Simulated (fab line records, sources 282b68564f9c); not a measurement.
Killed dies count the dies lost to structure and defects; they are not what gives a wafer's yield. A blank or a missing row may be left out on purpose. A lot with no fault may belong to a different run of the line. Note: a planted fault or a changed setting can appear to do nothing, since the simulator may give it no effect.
Code-filled problem report in 8D (eight disciplines) form :: flow ritCmos :: the parts of the form that need people (team, actions taken, sign-off) are left out

## 1. WHAT IS WRONG
runLengthS at RIT_NSD_SOFTBAKE_02 reads a mean of 92.67 s on 6 wafers of 2 lots; wafers without a fault read 89.33 s with a standard deviation of 0.14. That puts it +24 standard deviations away from the usual mean.
The step: time 60 s.
Earliest sighting: wafer L392.2 on lithoTrack-02 at day 6 20:14. The record has a number at this step for 42 wafers belonging to 14 lots. Rule for "out", or "out of limits": more than 4 standard deviations from the usual mean. The rest of the wafers with a number are treated as sound.

## 2. WHAT IT IS, AND WHAT IT ISN'T
question: which readings at this step
is: runLengthS
is not: -

question: which lots
is: L392, L394
is not: L375, L376, L378, L381, L382, L383, L384, L387, L389, L390, L391, L396

question: which wafers of those lots
is: all that have a number
is not: -

question: read on which tools
is: lithoTrack-02
is not: lithoTrack-03, lithoTrack-04

question: when
is: from day 6 20:14
is not: up to then (33 sound wafers); but 3 sound wafers of L396 came after

## 3. SUSPECTS, AND WHAT RULES EACH OUT
Counting: a tool at a process step up to the reading stays a suspect if it ran every lot that is out and no sound lot after the first of them.
- lithoTrack-02 at RIT_NSD_SOFTBAKE_02 (time 60 s): kept. It ran every lot that is out, first L392 (day 6 20:14), and no sound lot after that; its last sound lot up to then is L391 (day 6 16:37). Its own readings are out on those wafers: runLengthS.
The count leaves lithoTrack-02 at RIT_NSD_SOFTBAKE_02.

## 4. THE CAUSE (what the simulator had put in)
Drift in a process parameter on lithoTrack-02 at RIT_NSD_SOFTBAKE_02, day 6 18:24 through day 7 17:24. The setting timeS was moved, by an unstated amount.
Counting left only this tool.

## 5. THE CHAIN OF EFFECTS, in route order
Each row: a reading where the mean over the struck wafers with a number is more than 3 standard deviations away from the usual. Only readings whose record carries a usual standard deviation are examined. hours: median over the lots of the time between each lot's start at the first step of this table that gives one and its start at this step. sigmas: the change, counted in usual standard deviations.
hours: 0
step: RIT_NSD_SOFTBAKE_02
reading: runLengthS
usual: 89.33 s
on struck wafers: 92.67
change: +3.34
sigmas: +24
Its process steps:
- RIT_NSD_SOFTBAKE_02: time 60 s.

## 6. WHAT WOULD HAVE CAUGHT IT SOONER
The fault began at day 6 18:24; the first out-of-limits reading in this record came at day 6 20:14, 2 hours later.
